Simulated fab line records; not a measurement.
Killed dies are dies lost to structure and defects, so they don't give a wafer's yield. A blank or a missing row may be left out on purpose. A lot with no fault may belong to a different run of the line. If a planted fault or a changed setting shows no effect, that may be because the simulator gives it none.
Which of the tools did it? -- flow rit cmos -- Sampling: 14 lots, 42 wafers, 3 of 202 route steps

WHAT THE GAUGES READ, wafer by wafer
RIT_PWELL_TW_MEAS_10. Usual: PWELL_TW typically reads 956, with standard deviation 8.3.
lot,measured,on,PWELL_TW,flag
L309,day 1 23:26,film metro-03,954 955 955,
L310,day 2 04:22,film metro-01,963 969 965,
L311,day 2 08:44,film metro-03,948 949 944,
L312,day 2 14:06,film metro-01,966 966 967,
L314,day 2 23:38,film metro-01,966 960 959,
L315,day 3 04:45,film metro-01,957 955 964,
L316,day 3 09:34,film metro-02,951 943 945,
L318,day 3 21:25,film metro-01,959 963 959,
L319,day 4 00:37,film metro-01,1103 1102 1107,OFF
L320,day 4 06:51,film metro-01,1108 1106 1106,OFF
L327,day 5 16:28,film metro-02,944 946 947,
L329,day 6 02:50,film metro-01,962 963 961,
L330,day 6 13:13,film metro-03,948 948 948,
L332,day 6 20:43,film metro-01,961 962 963,

RIT_WELLDRIVE_RS_MEAS_02: measurement is done with a four-point probe. Usual: PWELL_RS typically reads 429.5 ohm/sq, with standard deviation 1.2.
lot,measured,on,PWELL_RS (ohm/sq),flag
L309,day 2 05:14,film metro-03,429.4 429.4 429.0,
L310,day 2 09:39,film metro-03,429.1 428.7 429.3,
L311,day 2 14:01,film metro-03,428.3 429.9 430.5,
L312,day 2 19:31,film metro-01,427.9 428.7 427.7,
L314,day 3 05:40,film metro-03,432.8 432.0 431.9,
L315,day 3 10:47,film metro-03,428.8 429.1 429.9,
L316,day 3 14:50,film metro-01,431.1 432.3 430.0,
L318,day 4 02:41,film metro-01,427.3 427.6 427.8,
L319,day 4 05:53,film metro-01,329.0 329.4 329.6,OFF
L320,day 4 12:07,film metro-01,328.8 328.4 327.9,OFF
L327,day 5 22:13,film metro-03,428.3 429.5 428.3,
L329,day 6 08:25,film metro-03,429.1 428.4 430.7,
L330,day 6 18:29,film metro-03,430.0 431.0 431.5,
L332,day 7 01:59,film metro-02,428.9 427.9 428.8,

WHICH TOOL RAN EACH LOT (tool, then ch and the chambers of the sampled wafers, then the start)
lot,RIT_PWELL_IMPLANT_08
L309,"implanter-03 ch 0, day 1 23:08"
L310,"implanter-01 ch 0, day 2 04:04"
L311,"implanter-03 ch 0, day 2 08:26"
L312,"implanter-01 ch 0, day 2 13:47"
L314,"implanter-01 ch 0, day 2 23:18"
L315,"implanter-01 ch 0, day 3 04:28"
L316,"implanter-04 ch 0, day 3 09:14"
L318,"implanter-04 ch 0, day 3 21:07"
L319,"implanter-04 ch 0, day 4 00:19"
L320,"implanter-04 ch 0, day 4 06:32"
L327,"implanter-03 ch 0, day 5 16:08"
L329,"implanter-01 ch 0, day 6 02:34"
L330,"implanter-03 ch 0, day 6 12:53"
L332,"implanter-01 ch 0, day 6 20:23"
- RIT_PWELL_IMPLANT_08

AS READ BY THE TOOLS THEMSELVES (means over the sampled wafers that have a number; for cases with no such wafer, the mark the record gives instead)
RIT_PWELL_IMPLANT_08. Usual: dose ions cm2 7.001e+13, standard deviation 8.3e+10; faraday current uA 221, standard deviation 3.9.
lot,tool,dose ions cm2,faraday current uA,flag
L309,implanter-03,7.018e+13,225,
L310,implanter-01,7.000e+13,220,
L311,implanter-03,6.993e+13,216,
L312,implanter-01,7.003e+13,225,
L314,implanter-01,7.006e+13,222,
L315,implanter-01,7.002e+13,217,
L316,implanter-04,6.995e+13,221,
L318,implanter-04,6.996e+13,217,
L319,implanter-04,1.075e+14,334,OFF
L320,implanter-04,1.075e+14,339,OFF
L327,implanter-03,7.006e+13,220,
L329,implanter-01,6.997e+13,221,
L330,implanter-03,7.001e+13,221,
L332,implanter-01,7.000e+13,224,

THE ANSWER, worked out from the rows above alone
Rule: lot off if the mean of its wafers having a number is beyond 3 standard deviations from the usual mean. A lot without any number at a reading at which 4 lots or more have one is off too. Where the step has rows for the other lots, those lots are counted as sound. After the gauges, taken in route order, come the tools' own readings; for these a lot's mean is taken, as printed above. The first step at which some lot is off is used, and at that step the reading that is off furthest; a lot without a number counts as furthest.
Off: L319, L320, seen at RIT_PWELL_TW_MEAS_10 (PWELL_TW).
A tool fits if, at a process step before that reading, it ran every lot that is off, and no sound lot after the first of them. Not tried: the gauges at RIT_PWELL_TW_MEAS_10; whatever is off there is also off at RIT_PWELL_IMPLANT_08, on other tools, and gauge error can't account for it. One candidate fits, namely implanter-04 at RIT_PWELL_IMPLANT_08. A fault onset in the window from L318 (day 3 21:07, its last sound lot) to L319 (day 4 00:19, its first lot off) fits.
The tool's own readings at RIT_PWELL_IMPLANT_08 bear it out: on the lots that are off they differ by more than 5 times the standard deviation of the sound lots' means. dose ions cm2 reads 1.075e+14 there against 7.001e+13 on the sound lots; faraday current uA reads 336 there against 221 on the sound lots.

WHAT HAD BEEN PUT IN BY THE SIMULATOR
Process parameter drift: implanter-04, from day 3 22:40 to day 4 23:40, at RIT_PWELL_IMPLANT_08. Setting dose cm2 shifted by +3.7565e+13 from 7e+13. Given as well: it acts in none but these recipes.
Struck lots among those shown: L319, L320. The rule given above showed the same thing.
